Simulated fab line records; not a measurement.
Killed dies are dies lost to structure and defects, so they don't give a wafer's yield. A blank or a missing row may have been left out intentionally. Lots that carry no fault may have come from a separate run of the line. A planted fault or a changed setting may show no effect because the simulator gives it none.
fab line records + flow ritCmos
[record]
- lots = 14
- wafers = 42
- lastDay = 7
route steps=202 shown GATE@93 PSD@151 CONTACT@168
lots that met no fault: taken from a fault-free run of the same line
startH: hours from the record's first day to the start of the lot's first wafer shown + waitH: time in hours since the lot's previous step + " unchanged from the row above + L1.1+2: a single row standing in for several wafers + - either no value or no given start + * or withheld: withheld + < > ~ a bound
route shown NAME@n: NAME is a module with steps in the file, n the number in the route of the first one + usual: mean/standard deviation of fault-free wafers + same: alike in all rows + chamber/n: place in a boat + sites: each site's reading + _std_site: how widely they spread, as a standard deviation + _edge_site: outer sites' mean less inner sites' + radiusMm: for every site, how far away it sits from the centre of the wafer + mask NAME#n: copy n + behind: the last tool/chamber to shape the wafer + hold: cause of the lot's hold/its duration in hours/its outcome + device: the transistor (n, p or np) that didn't switch + end of line: the same wafers' tests at the end of the route + where a step has no rows: the recipe by itself + killed: dies lost to structure and defects at the first sort, not the wafer's yield + map: a wafer's dies, x killed, . not, _ none there
set.NAME: the run value of the setting; set.NAME@STEP: its run value at that earlier step + model.NAME: the simulator's own value behind a step, which no gauge read
route steps across a sampled set of lots; one table per step, one row per wafer
services: when a tool's chamber went out of use (startH, in hours from the record's first day, below 0 if earlier), for how many hours, and the reason
[[steps]]
[step RIT_GATE_OVL_MEAS_17]
[usual]
- GATE_OVL = 0.4/1.2
| lot.wafer | tool       | chamber | startH | waitH | GATE_OVL[nm] |
|-----------|------------|---------|--------|-------|--------------|
| L750.1    | overlay-02 | -       | 46.05  | 0.1   | 2.1          |
| L750.3    | "          | -       | "      | "     | 1.6          |
| L750.6    | "          | -       | "      | "     | -0.1         |
| L749.1    | overlay-01 | -       | 46.33  | 0.1   | 1.1          |
| L749.4    | "          | -       | "      | "     | 0.6          |
| L749.5    | "          | -       | "      | "     | 2.1          |
| L751.3    | overlay-02 | -       | 52.85  | 0.1   | 1.6          |
| L751.4    | "          | -       | "      | "     | 0.0          |
| L751.5    | "          | -       | "      | "     | -0.1         |
| L753.1    | overlay-02 | -       | 63.18  | 0.1   | 0.8          |
| L753.2    | "          | -       | "      | "     | 1.2          |
| L753.3    | "          | -       | "      | "     | -0.8         |
| L754.1    | overlay-02 | -       | 65.55  | 0.1   | 0.7          |
| L754.3    | "          | -       | "      | "     | 0.5          |
| L754.4    | "          | -       | "      | "     | -0.9         |
| L757.1    | overlay-02 | -       | 80.28  | 0.1   | -0.9         |
| L757.2    | "          | -       | "      | "     | -0.2         |
| L757.3    | "          | -       | "      | "     | -0.9         |
| L759.2    | overlay-01 | -       | 92.59  | 0.1   | 0.2          |
| L759.3    | "          | -       | "      | "     | -1.1         |
| L759.4    | "          | -       | "      | "     | -0.6         |
| L761.1    | overlay-01 | -       | 106.45 | 0.1   | 2.7          |
| L761.2    | "          | -       | "      | "     | 2.8          |
| L761.6    | "          | -       | "      | "     | 1.5          |
| L764.1    | overlay-01 | -       | 122.09 | 0.1   | -0.5         |
| L764.4    | "          | -       | "      | "     | -0.5         |
| L764.5    | "          | -       | "      | "     | -1.1         |
| L766.3    | overlay-02 | -       | 131.10 | 0.1   | -1.1         |
| L766.4    | "          | -       | "      | "     | -0.2         |
| L766.5    | "          | -       | "      | "     | 0.1          |
| L767.2    | overlay-01 | -       | 134.97 | 0.1   | -0.2         |
| L767.5    | "          | -       | "      | "     | -0.6         |
| L767.6    | "          | -       | "      | "     | -1.4         |
| L769.1    | overlay-02 | -       | 142.88 | 0.1   | 0.0          |
| L769.5    | "          | -       | "      | "     | 0.9          |
| L769.6    | "          | -       | "      | "     | 1.0          |
| L771.1    | overlay-01 | -       | 148.91 | 0.1   | -0.3         |
| L771.2    | "          | -       | "      | "     | 0.0          |
| L771.4    | "          | -       | "      | "     | -0.8         |
| L772.4    | overlay-01 | -       | 153.49 | 0.1   | 1.4          |
| L772.5    | "          | -       | "      | "     | -1.4         |
| L772.6    | "          | -       | "      | "     | 2.4          |
[step RIT_GATE_STRIP_20]
[recipe]
- chemistry = O2
- timeS = 180
- resist = NOVOLAK
- platenTempC = withheld
- powerW = 500
- pressureMtorr = 4000
- o2FlowSccm = 4000
[usual]
- drypumpMotorCurrentA = 5.9/0.44
| lot.wafer | tool           | chamber | startH | waitH | drypumpMotorCurrentA | rfHoursCounterH |
|-----------|----------------|---------|--------|-------|----------------------|-----------------|
| L750.1    | plasmaAsher-01 | 1       | 46.48  | 0.1   | 6.5                  | 40              |
| L750.3    | "              | 0       | "      | "     | 5.4                  | -               |
| L750.6    | "              | 1       | "      | "     | 6.5                  | -               |
| L749.1    | plasmaAsher-04 | 0       | 46.62  | 0.1   | 6.2                  | 22              |
| L749.4    | "              | 0       | "      | "     | 6.2                  | -               |
| L749.5    | "              | 0       | "      | "     | 6.2                  | -               |
| L751.3    | plasmaAsher-02 | 1       | 53.19  | 0.1   | 5.4                  | -               |
| L751.4    | "              | 0       | "      | "     | 6.0                  | -               |
| L751.5    | "              | 1       | "      | "     | 5.4                  | -               |
| L753.1    | plasmaAsher-01 | 0       | 63.48  | 0.1   | 5.4                  | 42              |
| L753.2    | "              | 1       | "      | "     | 6.5                  | 42              |
| L753.3    | "              | 0       | "      | "     | 5.5                  | -               |
| L754.1    | plasmaAsher-01 | 1       | 65.85  | 0.1   | 6.5                  | 43              |
| L754.3    | "              | 1       | "      | "     | 6.6                  | -               |
| L754.4    | "              | 0       | "      | "     | 5.4                  | -               |
| L757.1    | plasmaAsher-01 | 1       | 80.57  | 0.1   | 6.5                  | 45              |
| L757.2    | "              | 0       | "      | "     | 5.4                  | 45              |
| L757.3    | "              | 0       | "      | "     | 5.5                  | -               |
| L759.2    | plasmaAsher-04 | 0       | 92.88  | 0.1   | 6.2                  | 27              |
| L759.3    | "              | 0       | "      | "     | 6.2                  | -               |
| L759.4    | "              | 1       | "      | "     | 5.5                  | -               |
| L761.1    | plasmaAsher-04 | 1       | 106.74 | 0.1   | 5.5                  | 30              |
| L761.2    | "              | 0       | "      | "     | 6.2                  | 30              |
| L761.6    | "              | 1       | "      | "     | 5.5                  | -               |
| L764.1    | plasmaAsher-04 | 1       | 122.39 | 0.1   | 5.5                  | 33              |
| L764.4    | "              | 0       | "      | "     | 6.2                  | -               |
| L764.5    | "              | 0       | "      | "     | 6.2                  | -               |
| L766.3    | plasmaAsher-04 | 0       | 131.44 | 0.1   | 6.2                  | -               |
| L766.4    | "              | 1       | "      | "     | 5.5                  | -               |
| L766.5    | "              | 0       | "      | "     | 6.2                  | -               |
| L767.2    | plasmaAsher-01 | 0       | 135.38 | 0.1   | 5.4                  | 1               |
| L767.5    | "              | 1       | "      | "     | 6.6                  | -               |
| L767.6    | "              | 0       | "      | "     | 5.4                  | -               |
| L769.1    | plasmaAsher-02 | 0       | 143.18 | 0.1   | 6.0                  | 46              |
| L769.5    | "              | 1       | "      | "     | 5.4                  | -               |
| L769.6    | "              | 0       | "      | "     | 6.1                  | -               |
| L771.1    | plasmaAsher-04 | 1       | 149.20 | 0.1   | 5.5                  | 37              |
| L771.2    | "              | 0       | "      | "     | 6.2                  | 37              |
| L771.4    | "              | 0       | "      | "     | 6.2                  | -               |
| L772.4    | plasmaAsher-04 | 0       | 153.92 | 0.1   | 6.2                  | -               |
| L772.5    | "              | 1       | "      | "     | 5.5                  | -               |
| L772.6    | "              | 0       | "      | "     | 6.2                  | -               |
[step RIT_PSD_STRIP_09]
[recipe]
- chemistry = O2
- timeS = 180
- resist = NOVOLAK
- platenTempC = withheld
- powerW = 500
- pressureMtorr = 4000
- o2FlowSccm = 4000
[usual]
- drypumpMotorCurrentA = 5.9/0.43
| lot.wafer | tool           | chamber | startH | waitH | drypumpMotorCurrentA | rfHoursCounterH |
|-----------|----------------|---------|--------|-------|----------------------|-----------------|
| L749.1    | plasmaAsher-02 | 1       | 59.77  | 0.1   | 5.4                  | 42              |
| L749.4    | "              | 0       | "      | "     | 6.1                  | -               |
| L749.5    | "              | 0       | "      | "     | 6.0                  | -               |
| L750.1    | plasmaAsher-02 | 0       | 61.34  | 0.1   | 6.0                  | 42              |
| L750.3    | "              | 1       | "      | "     | 5.4                  | -               |
| L750.6    | "              | 0       | "      | "     | 6.0                  | -               |
| L751.3    | plasmaAsher-04 | 1       | 66.02  | 0.2   | 5.5                  | -               |
| L751.4    | "              | 0       | "      | "     | 6.2                  | -               |
| L751.5    | "              | 1       | "      | "     | 5.5                  | -               |
| L753.1    | plasmaAsher-01 | 0       | 77.28  | 0.1   | 5.5                  | 44              |
| L753.2    | "              | 1       | "      | "     | 6.5                  | 44              |
| L753.3    | "              | 1       | "      | "     | 6.5                  | -               |
| L754.1    | plasmaAsher-01 | 1       | 77.72  | 0.1   | 6.5                  | 44              |
| L754.3    | "              | 1       | "      | "     | 6.5                  | -               |
| L754.4    | "              | 0       | "      | "     | 5.5                  | -               |
| L757.1    | plasmaAsher-04 | 1       | 94.04  | 0.1   | 5.5                  | 28              |
| L757.2    | "              | 0       | "      | "     | 6.2                  | 28              |
| L757.3    | "              | 0       | "      | "     | 6.2                  | -               |
| L759.2    | plasmaAsher-04 | 1       | 105.31 | 0.1   | 5.5                  | 30              |
| L759.3    | "              | 0       | "      | "     | 6.2                  | -               |
| L759.4    | "              | 1       | "      | "     | 5.5                  | -               |
| L761.1    | plasmaAsher-04 | 0       | 119.86 | 0.1   | 6.2                  | 33              |
| L761.2    | "              | 1       | "      | "     | 5.5                  | 33              |
| L761.6    | "              | 0       | "      | "     | 6.2                  | -               |
| L764.1    | plasmaAsher-01 | 0       | 135.67 | 0.1   | 5.5                  | 1               |
| L764.4    | "              | 0       | "      | "     | 5.5                  | -               |
| L764.5    | "              | 0       | "      | "     | 5.4                  | -               |
| L766.3    | plasmaAsher-01 | 1       | 144.23 | 0.1   | 6.5                  | -               |
| L766.4    | "              | 0       | "      | "     | 5.5                  | -               |
| L766.5    | "              | 1       | "      | "     | 6.5                  | -               |
| L767.2    | plasmaAsher-02 | 1       | 147.31 | 0.1   | 5.4                  | 46              |
| L767.5    | "              | 0       | "      | "     | 6.0                  | -               |
| L767.6    | "              | 1       | "      | "     | 5.4                  | -               |
| L769.1    | plasmaAsher-01 | 0       | 155.44 | 0.1   | 5.5                  | 3               |
| L769.5    | "              | 1       | "      | "     | 6.5                  | -               |
| L769.6    | "              | 0       | "      | "     | 5.5                  | -               |
| L771.1    | plasmaAsher-04 | 0       | 162.34 | 0.1   | 6.2                  | 38              |
| L771.2    | "              | 1       | "      | "     | 5.5                  | 38              |
| L771.4    | "              | 0       | "      | "     | 6.2                  | -               |
| L772.4    | plasmaAsher-04 | 1       | 167.35 | 0.1   | 5.5                  | -               |
| L772.5    | "              | 0       | "      | "     | 6.2                  | -               |
| L772.6    | "              | 1       | "      | "     | 5.5                  | -               |
[step RIT_CONTACT_CVD_00]
[recipe]
- material = SiO2
- targetThkNm = 400
- precursor = TEOS
- tempC = 390
- timeS = 61
- rfW = 400
[usual]
- heaterPowerW = 318/48
- runLengthS = 88.9/0.58
| lot.wafer | tool     | chamber | startH | waitH | heaterPowerW | runLengthS | sinceWetCleanH |
|-----------|----------|---------|--------|-------|--------------|------------|----------------|
| L749.1    | pecvd-03 | 2       | 61.43  | 0.1   | 405          | 90.2       | 1398           |
| L749.4    | "        | 0       | "      | "     | 360          | 88.0       | -              |
| L749.5    | "        | 2       | "      | "     | 308          | 89.5       | -              |
| L750.1    | pecvd-01 | 2       | 62.99  | 0.1   | 371          | 89.0       | 618            |
| L750.3    | "        | 0       | "      | "     | 254          | 88.5       | 618            |
| L750.6    | "        | 0       | "      | "     | 271          | 88.6       | -              |
| L751.3    | pecvd-04 | 1       | 67.62  | 0.0   | 286          | 89.4       | 1013           |
| L751.4    | "        | 1       | "      | "     | 207          | 89.0       | -              |
| L751.5    | "        | 0       | "      | "     | 320          | 87.9       | -              |
| L753.1    | pecvd-01 | 2       | 79.02  | 0.1   | 341          | 89.1       | 634            |
| L753.2    | "        | 0       | "      | "     | 267          | 88.4       | 634            |
| L753.3    | "        | 1       | "      | "     | 366          | 89.7       | 634            |
| L754.1    | pecvd-04 | 2       | 79.43  | 0.1   | 323          | 88.6       | 1025           |
| L754.3    | "        | 1       | "      | "     | 257          | 89.0       | 1025           |
| L754.4    | "        | 0       | "      | "     | 359          | 88.2       | -              |
| L757.1    | pecvd-04 | 2       | 95.69  | 0.1   | 313          | 88.9       | 1041           |
| L757.2    | "        | 1       | "      | "     | 246          | 89.7       | 1041           |
| L757.3    | "        | 0       | "      | "     | 310          | 95.2       | 1041           |
| L759.2    | pecvd-04 | 0       | 106.97 | 0.0   | 288          | 95.2       | 1053           |
| L759.3    | "        | 2       | "      | "     | 324          | 88.8       | 1053           |
| L759.4    | "        | 1       | "      | "     | 280          | 89.1       | -              |
| L761.1    | pecvd-01 | 0       | 121.52 | 0.1   | 317          | 88.6       | 677            |
| L761.2    | "        | 2       | "      | "     | 299          | 89.3       | 677            |
| L761.6    | "        | 1       | "      | "     | 356          | 88.8       | -              |
| L764.1    | pecvd-01 | 2       | 137.32 | 0.1   | 301          | 88.9       | 693            |
| L764.4    | "        | 1       | "      | "     | 398          | 88.7       | -              |
| L764.5    | "        | 0       | "      | "     | 312          | 88.4       | -              |
| L766.3    | pecvd-03 | 2       | 145.89 | 0.0   | 363          | 89.9       | 1482           |
| L766.4    | "        | 2       | "      | "     | 381          | 89.7       | -              |
| L766.5    | "        | 0       | "      | "     | 358          | 88.3       | -              |
| L767.2    | pecvd-01 | 2       | 148.97 | 0.0   | 296          | 89.0       | 704            |
| L767.5    | "        | 2       | "      | "     | 306          | 89.1       | -              |
| L767.6    | "        | 1       | "      | "     | 376          | 89.1       | -              |
| L769.1    | pecvd-03 | 2       | 157.20 | 0.1   | 391          | 89.6       | 1493           |
| L769.5    | "        | 2       | "      | "     | 404          | 89.4       | -              |
| L769.6    | "        | 1       | "      | "     | 252          | 88.3       | -              |
| L771.1    | pecvd-04 | 2       | 164.07 | 0.1   | 283          | 88.4       | 1110           |
| L771.2    | "        | 1       | "      | "     | 243          | 88.8       | 1110           |
| L771.4    | "        | 1       | "      | "     | 258          | 89.4       | -              |
| L772.4    | pecvd-03 | 2       | 168.99 | 0.0   | 389          | 90.3       | -              |
| L772.5    | "        | 0       | "      | "     | 372          | 88.9       | -              |
| L772.6    | "        | 1       | "      | "     | 237          | 88.6       | -              |
[step RIT_CONTACT_THK_MEAS_01]
[recipe]
- reads = SiO2_of_CONTACT_CVD_00
[usual]
- CONTACT_TEOS_THK = 401/5.2
| lot.wafer | tool         | chamber | startH | waitH | CONTACT_TEOS_THK[nm] |
|-----------|--------------|---------|--------|-------|----------------------|
| L749.1    | filmMetro-03 | -       | 61.49  | 0.0   | 406                  |
| L749.4    | "            | -       | "      | "     | 402                  |
| L749.5    | "            | -       | "      | "     | 414                  |
| L750.1    | filmMetro-01 | -       | 63.04  | 0.0   | 401                  |
| L750.3    | "            | -       | "      | "     | 395                  |
| L750.6    | "            | -       | "      | "     | 400                  |
| L751.3    | filmMetro-04 | -       | 67.70  | 0.0   | 399                  |
| L751.4    | "            | -       | "      | "     | 409                  |
| L751.5    | "            | -       | "      | "     | 401                  |
| L753.1    | filmMetro-01 | -       | 79.07  | 0.0   | 397                  |
| L753.2    | "            | -       | "      | "     | 395                  |
| L753.3    | "            | -       | "      | "     | 390                  |
| L754.1    | filmMetro-01 | -       | 79.48  | 0.0   | 404                  |
| L754.3    | "            | -       | "      | "     | 398                  |
| L754.4    | "            | -       | "      | "     | 406                  |
| L757.1    | filmMetro-01 | -       | 95.74  | 0.0   | 400                  |
| L757.2    | "            | -       | "      | "     | 394                  |
| L757.3    | "            | -       | "      | "     | 449                  |
| L759.2    | filmMetro-01 | -       | 107.03 | 0.0   | 443                  |
| L759.3    | "            | -       | "      | "     | 401                  |
| L759.4    | "            | -       | "      | "     | 399                  |
| L761.1    | filmMetro-01 | -       | 121.57 | 0.0   | 398                  |
| L761.2    | "            | -       | "      | "     | 400                  |
| L761.6    | "            | -       | "      | "     | 404                  |
| L764.1    | filmMetro-04 | -       | 137.38 | 0.0   | 404                  |
| L764.4    | "            | -       | "      | "     | 400                  |
| L764.5    | "            | -       | "      | "     | 409                  |
| L766.3    | filmMetro-01 | -       | 145.96 | 0.0   | 397                  |
| L766.4    | "            | -       | "      | "     | 402                  |
| L766.5    | "            | -       | "      | "     | 400                  |
| L767.2    | filmMetro-01 | -       | 149.03 | 0.0   | 397                  |
| L767.5    | "            | -       | "      | "     | 402                  |
| L767.6    | "            | -       | "      | "     | 396                  |
| L769.1    | filmMetro-01 | -       | 157.25 | 0.0   | 394                  |
| L769.5    | "            | -       | "      | "     | 408                  |
| L769.6    | "            | -       | "      | "     | 400                  |
| L771.1    | filmMetro-03 | -       | 164.12 | 0.0   | 399                  |
| L771.2    | "            | -       | "      | "     | 389                  |
| L771.4    | "            | -       | "      | "     | 402                  |
| L772.4    | filmMetro-01 | -       | 169.05 | 0.0   | 407                  |
| L772.5    | "            | -       | "      | "     | 401                  |
| L772.6    | "            | -       | "      | "     | 403                  |
[[services]]
| tool           | chamber | startH | hours | kind      |
|----------------|---------|--------|-------|-----------|
| pecvd-04       | 0       | 23.74  | 3.7   | repair    |
| plasmaAsher-02 | -       | 72.88  | 49.5  | pm        |
| pecvd-03       | 0       | 82.84  | 3.7   | repair    |
| pecvd-04       | 0       | 83.10  | 7.0   | repair    |
| pecvd-03       | -       | 100.90 | 0.5   | repair    |
| pecvd-03       | -       | 106.21 | 2.8   | pm        |
| plasmaAsher-01 | -       | 106.39 | 14.1  | pm        |
| pecvd-03       | 2       | 111.69 | 14.6  | repair    |
| plasmaAsher-01 | -       | 120.52 | 9.0   | pm        |
| plasmaAsher-01 | 0       | 120.52 | 9.0   | ventCycle |
| plasmaAsher-01 | 1       | 120.52 | 9.0   | ventCycle |
| plasmaAsher-02 | -       | 122.41 | 2.8   | pm        |
| plasmaAsher-01 | 0       | 129.52 | -     | clean     |
| plasmaAsher-01 | 1       | 129.52 | -     | clean     |
[[key]]
[firstSign]
- step = RIT_CONTACT_CVD_00
- reading = runLengthS
- direction = up
- sigmas = 11
- usual = *
- struck = *
[effect]
- step = RIT_CONTACT_THK_MEAS_01
- reading = CONTACT_TEOS_THK
- direction = up
- sigmas = 8.5
- usual = 401
- struck = 446
metAt RIT_CONTACT_CVD_00
struckLots L757,L759
struckWafers L757.3,L759.2
sortLeftOut L757.3
testerLeftOut L757,L759
notActingAt RIT_GATE_OVL_MEAS_17,RIT_GATE_STRIP_20,RIT_PSD_STRIP_09
onsetBetween 79.43 95.69
[fault]
- kind = processParameterDrift
- tool = pecvd-04
- chamber = 0
- onsetH = 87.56
- steps = RIT_CONTACT_CVD_00
- channel = timeS
- offset = *
- shape = step
- endH = 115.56
- stated = *
// testerLeftOut: of these lots the tester's yield and bins aren't shown, on N5 and GAA mostly nor the transistor test; their killed dies are dies lost to structure and defects alone, not to doping, threshold or leakage, so they don't give the yield
// sortLeftOut: the simulated sort isn't trusted on such a fault, so these wafers' sort isn't shown, and their yield isn't known
